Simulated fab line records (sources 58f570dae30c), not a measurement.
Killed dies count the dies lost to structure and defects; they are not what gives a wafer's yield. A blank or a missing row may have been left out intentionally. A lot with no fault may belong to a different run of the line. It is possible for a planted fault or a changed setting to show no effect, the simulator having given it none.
Which tool did it? + flow berkeleyCmos170 + 42 wafers from 14 lots sampled at 6 of the route's 331 steps

## WHAT EACH GAUGE READ, for each wafer
UCB170_NWELL_OVL_MEAS_12.
| lot  | measured    | on         | NWELL_OVL (nm) |
|------|-------------|------------|----------------|
| L563 | day 2 10:16 | overlay-01 | 5 5 -3         |
| L567 | day 3 05:13 | overlay-01 | 1 9 -1         |
| L568 | day 3 13:05 | overlay-01 | 3 7 -2         |
| L569 | day 3 16:17 | overlay-02 | 2 -8 -7        |
| L570 | day 4 04:23 | overlay-02 | -1 4 7         |
| L574 | day 4 18:23 | overlay-02 | 5 3 -3         |
| L576 | day 5 12:13 | overlay-01 | -2 -9 3        |
| L577 | day 5 16:40 | overlay-01 | 0 -5 1         |
| L578 | day 5 20:59 | overlay-02 | 7 -2 2         |
| L580 | day 6 01:51 | overlay-02 | 1 -7 2         |
| L579 | day 6 02:08 | overlay-02 | -5 -1 -3       |
| L582 | day 6 10:44 | overlay-01 | 0 -5 -4        |
| L583 | day 6 18:01 | overlay-01 | 7 6 7          |
| L585 | day 7 03:20 | overlay-01 | 7 10 7         |

UCB170_NSD_TW_MEAS_10.
| lot  | measured     | on           | NSD_TW         |
|------|--------------|--------------|----------------|
| L563 | day 6 23:20  | filmMetro-04 | 4188 4176 4174 |
| L567 | day 8 03:38  | filmMetro-01 | 4280 4271 4280 |
| L568 | day 8 13:40  | filmMetro-01 | 4290 4286 4275 |
| L569 | day 8 14:19  | filmMetro-02 | 4181 4179 4202 |
| L570 | day 8 18:11  | filmMetro-04 | 4174 4163 4165 |
| L574 | day 9 10:08  | filmMetro-02 | 4212 4206 4211 |
| L576 | day 9 15:38  | filmMetro-02 | 4197 4212 4202 |
| L577 | day 10 04:21 | filmMetro-02 | 4192 4195 4184 |
| L578 | day 10 04:43 | filmMetro-01 | 3804 3818 3815 |
| L580 | day 10 08:47 | filmMetro-01 | 3809 3805 3825 |
| L579 | day 10 08:57 | filmMetro-01 | 4254 4249 4251 |
| L582 | day 11 03:38 | filmMetro-04 | 4181 4176 4155 |
| L583 | day 11 04:26 | filmMetro-01 | 4267 4262 4249 |
| L585 | day 11 03:46 | filmMetro-02 | 4209 4214 4201 |

UCB170_SDANNEAL_RS_MEAS_03: uses a four-point probe to measure.
| lot  | measured     | on           | NSD_RS (ohm/sq)   |
|------|--------------|--------------|-------------------|
| L563 | day 7 01:50  | filmMetro-04 | 37.42 37.36 37.44 |
| L567 | day 8 05:02  | filmMetro-02 | 37.46 37.52 37.44 |
| L568 | day 8 16:56  | filmMetro-02 | 37.61 37.60 37.74 |
| L569 | day 8 16:58  | filmMetro-01 | 37.38 37.55 37.57 |
| L570 | day 8 20:04  | filmMetro-04 | 37.27 37.32 37.36 |
| L574 | day 9 14:36  | filmMetro-04 | 37.47 37.47 37.42 |
| L576 | day 9 17:13  | filmMetro-01 | 37.44 37.35 37.43 |
| L577 | day 10 05:37 | filmMetro-01 | 37.23 37.29 37.23 |
| L578 | day 10 05:59 | filmMetro-04 | 42.72 42.79 42.72 |
| L580 | day 10 10:22 | filmMetro-01 | 42.82 42.84 42.92 |
| L579 | day 10 10:32 | filmMetro-04 | 37.53 37.46 37.53 |
| L582 | day 11 05:06 | filmMetro-01 | 37.50 37.46 37.43 |
| L583 | day 11 05:40 | filmMetro-01 | 37.23 37.35 37.28 |
| L585 | day 11 05:17 | filmMetro-04 | 37.39 37.26 37.36 |

UCB170_SILICIDE_RS_MEAS_02: uses a four-point probe to measure.
| lot  | measured     | on           | SILICIDE_TI_RS (ohm/sq) |
|------|--------------|--------------|-------------------------|
| L563 | day 7 02:17  | filmMetro-03 | 25.0 24.7 24.9          |
| L567 | day 8 05:30  | filmMetro-04 | 24.8 24.3 24.5          |
| L568 | day 8 17:23  | filmMetro-01 | 24.6 24.1 24.1          |
| L569 | day 8 17:25  | filmMetro-04 | 24.4 24.4 24.7          |
| L570 | day 8 20:31  | filmMetro-01 | 24.4 24.8 24.5          |
| L574 | day 9 15:03  | filmMetro-01 | 24.6 25.2 25.0          |
| L576 | day 9 17:41  | filmMetro-03 | 24.1 24.0 23.9          |
| L577 | day 10 06:07 | filmMetro-03 | 24.6 24.7 24.5          |
| L578 | day 10 06:26 | filmMetro-04 | 24.4 24.8 24.4          |
| L580 | day 10 10:49 | filmMetro-03 | 24.8 25.0 24.9          |
| L579 | day 10 11:00 | filmMetro-01 | 24.7 24.1 23.9          |
| L582 | day 11 05:34 | filmMetro-03 | 24.9 25.3 24.6          |
| L583 | day 11 06:07 | filmMetro-01 | 25.2 25.0 24.8          |
| L585 | day 11 05:45 | filmMetro-04 | 24.9 24.7 24.6          |

## WHICH TOOL RAN EACH LOT (tool, then ch and the chambers of the sampled wafers, then the start)
| lot  | UCB170_NSD_IMPLANT_08           | UCB170_NSD_STRIP_09                 |
|------|---------------------------------|-------------------------------------|
| L563 | implanter-02 ch 0, day 6 23:05  | plasmaAsher-02 ch 0, day 6 23:14    |
| L567 | implanter-04 ch 0, day 8 03:23  | plasmaAsher-03 ch 0,1, day 8 03:32  |
| L568 | implanter-02 ch 0, day 8 13:25  | plasmaAsher-04 ch 0,1, day 8 13:34  |
| L569 | implanter-01 ch 0, day 8 14:04  | plasmaAsher-02 ch 0,1, day 8 14:12  |
| L570 | implanter-04 ch 0, day 8 17:58  | plasmaAsher-04 ch 0,1, day 8 18:05  |
| L574 | implanter-02 ch 0, day 9 09:54  | plasmaAsher-04 ch 0,1, day 9 10:01  |
| L576 | implanter-01 ch 0, day 9 15:23  | plasmaAsher-02 ch 0,1, day 9 15:32  |
| L577 | implanter-02 ch 0, day 10 04:06 | plasmaAsher-04 ch 0,1, day 10 04:15 |
| L578 | implanter-04 ch 0, day 10 04:28 | plasmaAsher-04 ch 0,1, day 10 04:37 |
| L580 | implanter-04 ch 0, day 10 08:26 | plasmaAsher-02 ch 0,1, day 10 08:35 |
| L579 | implanter-01 ch 0, day 10 08:43 | plasmaAsher-04 ch 0,1, day 10 08:50 |
| L582 | implanter-02 ch 0, day 11 03:23 | plasmaAsher-04 ch 0,1, day 11 03:32 |
| L583 | implanter-02 ch 0, day 11 04:11 | plasmaAsher-04 ch 0,1, day 11 04:20 |
| L585 | implanter-01 ch 0, day 11 03:32 | plasmaAsher-02 ch 0,1, day 11 03:39 |
- UCB170_NSD_IMPLANT_08
- UCB170_NSD_STRIP_09: strips in O2.

## WHAT THE TOOLS THEMSELVES READ (means of the sampled wafers that have a number; where no wafer has one, the mark that the record gives instead)
UCB170_NSD_IMPLANT_08.
| lot  | tool         | beamEnergyKeV | tiltDeg (degrees) |
|------|--------------|---------------|-------------------|
| L563 | implanter-02 | 40.006        | 7.013             |
| L567 | implanter-04 | 40.011        | 6.995             |
| L568 | implanter-02 | 39.999        | 7.020             |
| L569 | implanter-01 | 39.986        | 7.001             |
| L570 | implanter-04 | 39.997        | 7.002             |
| L574 | implanter-02 | 40.013        | 7.028             |
| L576 | implanter-01 | 40.015        | 7.022             |
| L577 | implanter-02 | 39.997        | 6.989             |
| L578 | implanter-04 | 26.806        | 7.009             |
| L580 | implanter-04 | 26.788        | 6.997             |
| L579 | implanter-01 | 39.988        | 7.012             |
| L582 | implanter-02 | 40.009        | 6.984             |
| L583 | implanter-02 | 40.006        | 7.030             |
| L585 | implanter-01 | 40.010        | 7.009             |

UCB170_NSD_STRIP_09.
| lot  | tool           | drypumpMotorCurrentA (A) | oesProductAu (a.u.) | stripTimeToEndpointS (s) |
|------|----------------|--------------------------|---------------------|--------------------------|
| L563 | plasmaAsher-02 | 6.1                      | 0.536               | 36.06                    |
| L567 | plasmaAsher-03 | 6.2                      | 0.533               | 36.09                    |
| L568 | plasmaAsher-04 | 5.3                      | 0.534               | 36.02                    |
| L569 | plasmaAsher-02 | 6.0                      | 0.535               | 36.12                    |
| L570 | plasmaAsher-04 | 5.3                      | 0.535               | 36.18                    |
| L574 | plasmaAsher-04 | 5.4                      | 0.538               | 36.12                    |
| L576 | plasmaAsher-02 | 5.9                      | 0.536               | 36.06                    |
| L577 | plasmaAsher-04 | 5.4                      | 0.533               | 36.21                    |
| L578 | plasmaAsher-04 | 5.3                      | 0.586               | 31.43                    |
| L580 | plasmaAsher-02 | 6.0                      | 0.579               | 31.42                    |
| L579 | plasmaAsher-04 | 5.3                      | 0.540               | 36.06                    |
| L582 | plasmaAsher-04 | 5.4                      | 0.539               | 36.00                    |
| L583 | plasmaAsher-04 | 5.4                      | 0.539               | 36.01                    |
| L585 | plasmaAsher-02 | 5.9                      | 0.535               | 36.20                    |

## THE ANSWER, worked out from the rows above alone
Rule: what is usual is taken from the lots themselves. The widest of any qualifying gaps counts: lots, ordered by their means at a reading, are off when they make up no more than a third of the lots, leave a main group of 4 or more, and stand apart from it by 3 or more times the standard deviation of that group's means. Not used: any main group whose means are identical at the precision the tables above print for the reading. A lot without any number at a reading at which 4 lots or more have one is off too. Where the step has rows for the other lots, those lots are counted as sound. After the gauges, taken in route order, come the tools' own readings; for these a lot's mean is taken, as printed above. At the first step where some lot is off, the reading lying furthest off is the one used; lots without a number count as furthest.
Off: at UCB170_NSD_TW_MEAS_10 (NSD_TW), L578, L580. For the main group the mean is 4216 and the standard deviation 40.
A tool fits if, at a process step before that reading, it ran every lot that is off, and no sound lot after the first of them. Not tried: the gauges at UCB170_NSD_TW_MEAS_10; whatever is off there is also off at UCB170_NSD_IMPLANT_08, on other tools, and gauge error can't account for it. One fits: implanter-04 at UCB170_NSD_IMPLANT_08. Its last sound lot is L570 (day 8 17:58), its first lot that is off L578 (day 10 04:28): a fault that began between those two fits.
The tool's own readings at UCB170_NSD_IMPLANT_08 bear it out: on the lots that are off they differ by more than 5 times the standard deviation of the sound lots' means. beamEnergyKeV reads 26.797 there against 40.003 on the sound lots.

## WHAT THE SIMULATOR HAD INSERTED
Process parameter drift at UCB170_NSD_IMPLANT_08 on implanter-04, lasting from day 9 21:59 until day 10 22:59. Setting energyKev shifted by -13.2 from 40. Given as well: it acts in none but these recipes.
Lots struck among those shown: L578, L580. Same finding as the rule above.
